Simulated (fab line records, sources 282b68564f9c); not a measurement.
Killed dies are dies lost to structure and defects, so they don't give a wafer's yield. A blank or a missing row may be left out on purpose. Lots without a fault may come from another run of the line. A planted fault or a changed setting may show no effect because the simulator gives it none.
Tool commonality check | flow rit_cmos | 16 lots, 48 wafers sampled

WHY IT WAS OPENED
At RIT_M1_OVL_MEAS_10 the reading M1_OVL is flagged on 4 of 16 lots. Wafers without a fault read -1.2 nm, standard deviation 1.3.
Rule: a lot is flagged when every wafer of it that has a number lies more than 4 standard deviations from that mean, or none has a number. The other lots count as sound.

lot  | measured    | on         | M1_OVL (nm), wafer by wafer | flag
L362 | day 3 21:47 | overlay-01 | -3.7 -2.2 -1.2              |
L365 | day 4 11:08 | overlay-01 | -1.2 -2.6 -1.5              |
L366 | day 4 14:13 | overlay-02 | -1.7 -3.1 -1.3              |
L367 | day 4 19:50 | overlay-01 | 0.4 -1.9 -0.3               |
L368 | day 5 02:08 | overlay-02 | -2.2 -1.8 -0.8              |
L370 | day 5 07:56 | overlay-02 | -0.9 -1.6 -1.8              |
L369 | day 5 08:50 | overlay-02 | 1.2 0.0 0.1                 |
L371 | day 5 16:31 | overlay-01 | -1.3 -2.1 -2.5              |
L372 | day 5 20:43 | overlay-02 | -3.6 -1.8 -2.8              |
L374 | day 6 04:34 | overlay-02 | -1.5 -3.0 -1.8              |
L375 | day 6 10:55 | overlay-01 | -3.4 -2.0 -2.2              |
L378 | day 7 01:22 | overlay-02 | 240.4 239.7 239.1           | FLAGGED
L380 | day 7 10:55 | overlay-02 | -0.1 -0.4 -1.6              |
L381 | day 7 17:53 | overlay-02 | 238.6 239.1 238.8           | FLAGGED
L382 | day 7 21:54 | overlay-01 | 237.3 237.9 238.7           | FLAGGED
L383 | day 8 02:10 | overlay-01 | 239.6 238.7 239.3           | FLAGGED
The numbers of the flagged lots are 238.9 nm on average: +240.1 nm against the usual, or +99 or more standard deviations.

WHICH TOOL RAN EACH LOT
The record holds 3 process steps before the reading, out of a route of 202 steps. In each cell: the tool, then ch and the chambers that the sampled wafers went through, then the start.
lot  | flag    | RIT_NRETRO_STRIP_09                 | RIT_CONTACT_STRIP_12                | RIT_M1_EXPOSE_06
L362 |         | plasma_asher-04 ch 0,1, day 2 15:28 | plasma_asher-02 ch 0,1, day 3 19:32 | iline_stepper-01 ch 0, day 3 21:14
L365 |         | plasma_asher-04 ch 0,1, day 3 07:32 | plasma_asher-02 ch 0, day 4 08:53   | iline_stepper-02 ch 0, day 4 10:35
L366 |         | plasma_asher-04 ch 1, day 3 11:50   | plasma_asher-02 ch 0,1, day 4 11:52 | iline_stepper-01 ch 0, day 4 13:37
L367 |         | plasma_asher-02 ch 0,1, day 3 16:56 | plasma_asher-02 ch 0,1, day 4 17:43 | iline_stepper-01 ch 0, day 4 19:17
L368 |         | plasma_asher-02 ch 0,1, day 3 23:26 | plasma_asher-02 ch 0,1, day 4 23:52 | iline_stepper-01 ch 0, day 5 01:31
L370 |         | plasma_asher-01 ch 0,1, day 4 04:41 | plasma_asher-02 ch 0,1, day 5 05:40 | iline_stepper-02 ch 0, day 5 07:23
L369 |         | plasma_asher-02 ch 0, day 4 04:46   | plasma_asher-02 ch 0,1, day 5 06:28 | iline_stepper-01 ch 0, day 5 08:17
L371 |         | plasma_asher-01 ch 0,1, day 4 12:17 | plasma_asher-03 ch 0,1, day 5 14:15 | iline_stepper-02 ch 0, day 5 15:58
L372 |         | plasma_asher-02 ch 0,1, day 4 18:15 | plasma_asher-02 ch 0,1, day 5 18:34 | iline_stepper-02 ch 0, day 5 20:11
L374 |         | plasma_asher-04 ch 0,1, day 5 00:53 | plasma_asher-01 ch 0, day 6 02:16   | iline_stepper-01 ch 0, day 6 04:01
L375 |         | plasma_asher-04 ch 0,1, day 5 06:05 | plasma_asher-01 ch 0,1, day 6 08:40 | iline_stepper-02 ch 0, day 6 10:22
L378 | FLAGGED | plasma_asher-04 ch 0,1, day 5 22:42 | plasma_asher-02 ch 0,1, day 6 23:07 | iline_stepper-01 ch 0, day 7 00:51
L380 |         | plasma_asher-04 ch 0,1, day 6 09:46 | plasma_asher-01 ch 0,1, day 7 08:46 | iline_stepper-02 ch 0, day 7 10:22
L381 | FLAGGED | plasma_asher-04 ch 0,1, day 6 14:13 | plasma_asher-01 ch 1, day 7 15:37   | iline_stepper-01 ch 0, day 7 17:20
L382 | FLAGGED | plasma_asher-04 ch 0,1, day 6 19:13 | plasma_asher-02 ch 0,1, day 7 19:45 | iline_stepper-01 ch 0, day 7 21:19
L383 | FLAGGED | plasma_asher-01 ch 0,1, day 6 23:47 | plasma_asher-02 ch 0,1, day 8 00:06 | iline_stepper-01 ch 0, day 8 01:39
What these steps do:
- RIT_NRETRO_STRIP_09: strips in O2, time 180 s.
- RIT_CONTACT_STRIP_12: strips in O2, time 180 s.
- RIT_M1_EXPOSE_06: exposes mask M12, target cd 2600 nm.
- RIT_M1_OVL_MEAS_10

FLAGGED OVER TOTAL, TOOL BY TOOL (the gauges that took the reading come last)
step                 | tool             | lots run | flagged | share of the flagged lots | sound lots run after its first flagged lot
RIT_NRETRO_STRIP_09  | plasma_asher-01  | 3        | 1       | some                      | 0
RIT_NRETRO_STRIP_09  | plasma_asher-02  | 4        | 0       | none                      | -
RIT_NRETRO_STRIP_09  | plasma_asher-04  | 9        | 3       | some                      | 1 (L380)
RIT_CONTACT_STRIP_12 | plasma_asher-01  | 4        | 1       | some                      | 0
RIT_CONTACT_STRIP_12 | plasma_asher-02  | 11       | 3       | some                      | 0
RIT_CONTACT_STRIP_12 | plasma_asher-03  | 1        | 0       | none                      | -
RIT_M1_EXPOSE_06     | iline_stepper-01 | 10       | 4       | all                       | 0
RIT_M1_EXPOSE_06     | iline_stepper-02 | 6        | 0       | none                      | -
RIT_M1_OVL_MEAS_10   | overlay-01       | 7        | 2       | some                      | 0
RIT_M1_OVL_MEAS_10   | overlay-02       | 9        | 2       | some                      | 1 (L380)

WHAT THE TABLE ALLOWS
1 row of the table ran every flagged lot: iline_stepper-01 at RIT_M1_EXPOSE_06.
- iline_stepper-01 at RIT_M1_EXPOSE_06: 4 of its 10 lots flagged. Its last sound lot is L374 (day 6 04:01), its first flagged lot L378 (day 7 00:51): a fault that began between those two fits.
One tool is left: iline_stepper-01 at RIT_M1_EXPOSE_06.

WHAT THE SIMULATOR HAD PUT IN
Scanner matching overlay: iline_stepper-01, from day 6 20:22 on, at RIT_M1_EXPOSE_06. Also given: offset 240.
Lots struck among those shown: L378, L381, L382, L383. The rule above found the same.
